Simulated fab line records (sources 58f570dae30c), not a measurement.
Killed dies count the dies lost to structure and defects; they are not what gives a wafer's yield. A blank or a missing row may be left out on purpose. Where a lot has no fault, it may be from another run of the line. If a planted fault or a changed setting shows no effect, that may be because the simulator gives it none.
Split-lot experiment || flow berkeley-cmos170 || 23 wafers read across 5 lots, on a route 331 steps long

== THE SPLIT ==
At UCB170_CONTACT_CVD_01 (deposits PSG from SiH4/O2/PH3, target thk 700 nm, time 2820 s), the setting ph3-flow-sccm was moved away from the recipe's 25 sccm on 20 of the 23 wafers read, by -13.5% to +14.0%. All remaining wafers had this setting at the recipe value.

Split to reading: the file shows no intervening step.

== THE READING ==
CONTACT_PSG_THK at UCB170_CONTACT_THK_MEAS_02, in nm. A value of 700 nm with a standard deviation of 5.6 nm is what fault-free wafers of this fab line usually give.

{"wafer": "L074.1", "tool, chamber at the split": "-, -", "ph3-flow-sccm as run, sccm": 22.16, "against the recipe": "-11.4%", "CONTACT_PSG_THK, nm": 688, "against lot-mates on the recipe": "no lot-mate on the recipe"}
{"wafer": "L074.2", "tool, chamber at the split": "-, -", "ph3-flow-sccm as run, sccm": 22.16, "against the recipe": "-11.4%", "CONTACT_PSG_THK, nm": 689, "against lot-mates on the recipe": "no lot-mate on the recipe"}
{"wafer": "L074.3", "tool, chamber at the split": "-, -", "ph3-flow-sccm as run, sccm": 22.16, "against the recipe": "-11.4%", "CONTACT_PSG_THK, nm": 686, "against lot-mates on the recipe": "no lot-mate on the recipe"}
{"wafer": "L074.4", "tool, chamber at the split": "-, -", "ph3-flow-sccm as run, sccm": 22.16, "against the recipe": "-11.4%", "CONTACT_PSG_THK, nm": 689, "against lot-mates on the recipe": "no lot-mate on the recipe"}
{"wafer": "L074.6", "tool, chamber at the split": "-, -", "ph3-flow-sccm as run, sccm": 22.16, "against the recipe": "-11.4%", "CONTACT_PSG_THK, nm": 690, "against lot-mates on the recipe": "no lot-mate on the recipe"}
{"wafer": "L077.1", "tool, chamber at the split": "-, -", "ph3-flow-sccm as run, sccm": 28.5, "against the recipe": "+14.0%", "CONTACT_PSG_THK, nm": 720, "against lot-mates on the recipe": "no lot-mate on the recipe"}
{"wafer": "L077.2", "tool, chamber at the split": "-, -", "ph3-flow-sccm as run, sccm": 28.5, "against the recipe": "+14.0%", "CONTACT_PSG_THK, nm": 712, "against lot-mates on the recipe": "no lot-mate on the recipe"}
{"wafer": "L077.3", "tool, chamber at the split": "-, -", "ph3-flow-sccm as run, sccm": 28.5, "against the recipe": "+14.0%", "CONTACT_PSG_THK, nm": 719, "against lot-mates on the recipe": "no lot-mate on the recipe"}
{"wafer": "L077.5", "tool, chamber at the split": "-, -", "ph3-flow-sccm as run, sccm": 28.5, "against the recipe": "+14.0%", "CONTACT_PSG_THK, nm": 720, "against lot-mates on the recipe": "no lot-mate on the recipe"}
{"wafer": "L077.6", "tool, chamber at the split": "-, -", "ph3-flow-sccm as run, sccm": 28.5, "against the recipe": "+14.0%", "CONTACT_PSG_THK, nm": 719, "against lot-mates on the recipe": "no lot-mate on the recipe"}
{"wafer": "L076.2", "tool, chamber at the split": "-, -", "ph3-flow-sccm as run, sccm": 21.63, "against the recipe": "-13.5%", "CONTACT_PSG_THK, nm": 674, "against lot-mates on the recipe": "no lot-mate on the recipe"}
{"wafer": "L076.3", "tool, chamber at the split": "-, -", "ph3-flow-sccm as run, sccm": 21.63, "against the recipe": "-13.5%", "CONTACT_PSG_THK, nm": 674, "against lot-mates on the recipe": "no lot-mate on the recipe"}
{"wafer": "L076.4", "tool, chamber at the split": "-, -", "ph3-flow-sccm as run, sccm": 21.63, "against the recipe": "-13.5%", "CONTACT_PSG_THK, nm": 676, "against lot-mates on the recipe": "no lot-mate on the recipe"}
{"wafer": "L076.5", "tool, chamber at the split": "-, -", "ph3-flow-sccm as run, sccm": 21.63, "against the recipe": "-13.5%", "CONTACT_PSG_THK, nm": 678, "against lot-mates on the recipe": "no lot-mate on the recipe"}
{"wafer": "L076.6", "tool, chamber at the split": "-, -", "ph3-flow-sccm as run, sccm": 21.63, "against the recipe": "-13.5%", "CONTACT_PSG_THK, nm": 675, "against lot-mates on the recipe": "no lot-mate on the recipe"}
{"wafer": "L079.1", "tool, chamber at the split": "lpcvd-01, 1", "ph3-flow-sccm as run, sccm": 25, "against the recipe": "recipe", "CONTACT_PSG_THK, nm": 698, "against lot-mates on the recipe": "-"}
{"wafer": "L079.3", "tool, chamber at the split": "lpcvd-01, 1", "ph3-flow-sccm as run, sccm": 25, "against the recipe": "recipe", "CONTACT_PSG_THK, nm": 698, "against lot-mates on the recipe": "-"}
{"wafer": "L079.6", "tool, chamber at the split": "lpcvd-01, 1", "ph3-flow-sccm as run, sccm": 25, "against the recipe": "recipe", "CONTACT_PSG_THK, nm": 703, "against lot-mates on the recipe": "-"}
{"wafer": "L080.1", "tool, chamber at the split": "-, -", "ph3-flow-sccm as run, sccm": 23.36, "against the recipe": "-6.6%", "CONTACT_PSG_THK, nm": 690, "against lot-mates on the recipe": "no lot-mate on the recipe"}
{"wafer": "L080.2", "tool, chamber at the split": "-, -", "ph3-flow-sccm as run, sccm": 23.36, "against the recipe": "-6.6%", "CONTACT_PSG_THK, nm": 692, "against lot-mates on the recipe": "no lot-mate on the recipe"}
{"wafer": "L080.3", "tool, chamber at the split": "-, -", "ph3-flow-sccm as run, sccm": 23.36, "against the recipe": "-6.6%", "CONTACT_PSG_THK, nm": 694, "against lot-mates on the recipe": "no lot-mate on the recipe"}
{"wafer": "L080.4", "tool, chamber at the split": "-, -", "ph3-flow-sccm as run, sccm": 23.36, "against the recipe": "-6.6%", "CONTACT_PSG_THK, nm": 689, "against lot-mates on the recipe": "no lot-mate on the recipe"}
{"wafer": "L080.5", "tool, chamber at the split": "-, -", "ph3-flow-sccm as run, sccm": 23.36, "against the recipe": "-6.6%", "CONTACT_PSG_THK, nm": 695, "against lot-mates on the recipe": "no lot-mate on the recipe"}

FIT RESULTS
A straight line over all 23 wafers: CONTACT_PSG_THK changes by +1.38 nm for each +1% of ph3-flow-sccm; r = +0.96; the points scatter about the line by 4.3 nm.
Too few moved wafers with a lot-mate on the recipe to fit a line net of each lot's own level.

== THE WHOLE CHAIN: every reading that the file lists as answering this split, in the file's order ==
{"step": "UCB170_CONTACT_CVD_01", "what it does": "deposits PSG from SiH4/O2/PH3, target thk 700 nm, time 2820 s", "reading": "PSG_of_CONTACT_CVD_01.thk-nm (the simulator's own value, which no gauge read)", "change (the file's fit)": "+1.38 nm for each +1% of the setting", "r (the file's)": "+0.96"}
{"step": "UCB170_CONTACT_THK_MEAS_02", "what it does": "", "reading": "CONTACT_PSG_THK", "change (the file's fit)": "+1.38 for each +1% of the setting", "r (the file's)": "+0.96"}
{"step": "UCB170_CONTACT_ETCH_18", "what it does": "etches PSG in CHF3/CF4/Ar, stops on TiSi2, target depth 840 nm, time 195 s", "reading": "etch.depth-nm (the simulator's own value, which no gauge read)", "change (the file's fit)": "+1.6 nm for each +1% of the setting", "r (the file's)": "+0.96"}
{"step": "UCB170_CONTACT_ETCH_18", "what it does": "etches PSG in CHF3/CF4/Ar, stops on TiSi2, target depth 840 nm, time 195 s", "reading": "CONTACT.feature-depth-nm (the simulator's own value, which no gauge read)", "change (the file's fit)": "+1.38 nm for each +1% of the setting", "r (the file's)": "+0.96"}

== FILE'S OWN FIT ==
CONTACT_PSG_THK changes by +1.38 nm for each +1% of ph3-flow-sccm, r = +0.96.
